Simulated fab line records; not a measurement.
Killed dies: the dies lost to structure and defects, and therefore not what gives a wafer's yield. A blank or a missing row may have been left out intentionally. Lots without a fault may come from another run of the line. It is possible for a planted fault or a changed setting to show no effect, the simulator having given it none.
Struck lot and sound lot, side by side | flow rit cmos | 34 steps out of a route of 202
Sound: these wafers, L412.2, L412.3, L412.4. Struck: wafers L421.1, L421.3, L421.6. Last of all comes the cause.
Order at every step that has rows: each side's tool, ch and its chambers, its first start. Under that, the readings that differ: sound wafers | struck wafers | difference of the means | sigmas: that difference in standard deviations of wafers without a fault.
alike: a reading whose means differ by less than 2 such deviations, as well as words and numbers matching on both sides. not compared: withheld readings; readings where some wafer has no value; bounds like >300 that might hide an equal value; numbers whose values overlap and for which the record gives no deviation.
The two part at a step that has a row with sigmas, a row that says differs or no value, or rows on one side only. Numbers that don't overlap but have no deviation are shown without sigmas and don't part them. A reading that every wafer of one side lacks parts them only if that side has two wafers or more.

first, 2 steps without rows for these wafers: RIT_SPACER_CLEAN_02 (cleans in SC2, time 600 s); RIT_SPACER_CVD_03 (deposits Si3N4 from SiH2Cl2/NH3, target thk 250 nm, time 3300 s).
RIT_SPACER_THK_MEAS_04:
  sound on film metro-01 at day 3 12:48; struck on film metro-04 at day 5 09:13
  alike: SPACER_NITRIDE_THK
RIT_SPACER_ETCHBACK_05: etches Si3N4 in SF6/CHF3, stops on SiO2, target depth 250 nm, time 240 s.
  sound on rie diel-01 ch 0,2, day 3 12:51; struck on rie diel-04 ch 1,3, day 5 09:17
  alike: drypump motor current A, oes product au, throttle valve pct
  not compared: rf hours counter h
then, 6 steps without rows for these wafers: RIT_NSD_HMDS_00 (prime time 60 s); RIT_NSD_COAT_01 (resist thk 1000 nm); RIT_NSD_SOFTBAKE_02 (time 60 s); RIT_NSD_EXPOSE_03 (exposes mask M9, target cd 40700 nm); RIT_NSD_PEB_04; RIT_NSD_DEVELOP_05 (develop time 50 s).
RIT_NSD_OVL_MEAS_06:
  sound on overlay-02 at day 3 13:54; struck on overlay-02 at day 5 10:35
  alike: NSD_OVL
then, 1 step without rows for these wafers: RIT_NSD_HARDBAKE_07 (time 60 s).
RIT_NSD_IMPLANT_08:
  sound on implanter-01 ch 0, day 3 14:06; struck on implanter-02 ch 0, day 5 10:46
  reading                   | sound                | struck               | difference | sigmas
  beam energy keV           | 24.992 25.002 24.989 | 17.501 17.495 17.498 | -7.496     | -99 or more
  model.implant.rp nm (nm)  | 33.51 33.51 33.51    | 25.21 25.21 25.21    | -8.30      |
  model.implant.drp nm (nm) | 14.84 14.84 14.84    | 11.96 11.96 11.96    | -2.88      |
RIT_NSD_STRIP_09: strips in O2, time 180 s.
  sound on plasma asher-01 ch 0,1, day 3 14:14; struck on plasma asher-04 ch 0,1, day 5 10:55
  alike: drypump motor current A
  not compared: rf hours counter h
RIT_NSD_TW_MEAS_10:
  sound on film metro-04 at day 3 14:25; struck on film metro-02 at day 5 11:05
  reading | sound          | struck         | difference | sigmas
  NSD_TW  | 3155 3148 3151 | 2851 2830 2840 | -311       | -15
then, 6 steps without rows for these wafers: RIT_PSD_HMDS_00 (prime time 60 s); RIT_PSD_COAT_01 (resist thk 1000 nm); RIT_PSD_SOFTBAKE_02 (time 60 s); RIT_PSD_EXPOSE_03 (exposes mask M10, target cd 40900 nm); RIT_PSD_PEB_04; RIT_PSD_DEVELOP_05 (develop time 50 s).
RIT_PSD_OVL_MEAS_06:
  sound on overlay-01 at day 3 15:26; struck on overlay-01 at day 5 12:08
  alike: PSD_OVL
then, 2 steps without rows for these wafers: RIT_PSD_HARDBAKE_07 (time 60 s); RIT_PSD_IMPLANT_08.
RIT_PSD_STRIP_09: strips in O2, time 180 s.
  sound on plasma asher-04 ch 0,1, day 3 15:46; struck on plasma asher-04 ch 0,1, day 5 12:28
  alike: drypump motor current A
  not compared: rf hours counter h
RIT_PSD_TW_MEAS_10:
  sound on film metro-04 at day 3 15:58; struck on film metro-04 at day 5 12:38
  alike: PSD_TW
then, 3 steps without rows for these wafers: RIT_SDANNEAL_CLEAN_00 (cleans in SC1, time 600 s); RIT_SDANNEAL_CLEAN_01 (cleans in dHF, time 30 s); RIT_SDANNEAL_CLEAN_02 (cleans in SC2, time 600 s).
RIT_SDANNEAL_RTA_03: time 5 s.
  sound on rtp anneal-01 ch 0, day 3 16:23; struck on rtp anneal-02 ch 0, day 5 13:05
  alike: ramp down c per s, wafer_temp_C_max
RIT_SDANNEAL_RS_MEAS_04: measurement is done with a four-point probe.
  sound on film metro-02 at day 3 16:27; struck on film metro-03 at day 5 13:08
  alike: PSD_RS
RIT_SDANNEAL_RS_MEAS_05: measurement is done with a four-point probe.
  sound on film metro-02 at day 3 16:34; struck on film metro-03 at day 5 13:16
  reading         | sound             | struck            | difference | sigmas
  NSD_RS (ohm/sq) | 82.90 83.07 83.11 | 86.20 86.29 86.16 | +3.19      | +12
RIT_SDANNEAL_RS_MEAS_06: measurement is done with a four-point probe.
  sound on film metro-02 at day 3 16:41; struck on film metro-03 at day 5 13:23
  alike: PLDD_RS
RIT_M1_PROBE_99:
  sound on prober-02 at day 4 00:05; struck on prober-01 at day 5 20:38
  reading                                   | sound                | struck               | difference | sigmas
  model.etest.contact nplus.end ohm um      | 39.07 39.39 39.91    | 50.25 52.64 50.35    | +11.62     |
  model.etest.nmos_0p15.junction log10 a um | -13.52 -13.52 -13.49 | -13.11 -13.04 -13    | +0.46      |
  model.etest.nmos narrow.off log10 a um    | -13.22 -13.28 -13.03 | -12.71 -12.96 -12.99 | +0.29      |
  model.etest.diode nplus comb.cj ff um2    | 2.654 2.637 2.625    | 2.605 2.622 2.621    | -0.023     |
  alike: killed_at_M0_to_M3, killed at front end, killed dies, killed open, killed short
  not compared: model.etest.gate end array.leak log10 a um, model.etest.nmos_0p3.off log10 a um, model.etest.diode nplus pwell.cj ff um2

## WHERE THEY PART
First at RIT_NSD_IMPLANT_08; last, within this record, at RIT_SDANNEAL_RS_MEAS_05. Later steps at which nothing parts them and some readings are alike: RIT_SDANNEAL_RS_MEAS_06, RIT_M1_PROBE_99.

WHY: whatever the simulator had introduced
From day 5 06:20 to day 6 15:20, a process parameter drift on implanter-02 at RIT_NSD_IMPLANT_08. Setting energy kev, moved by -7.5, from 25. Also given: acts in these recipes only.
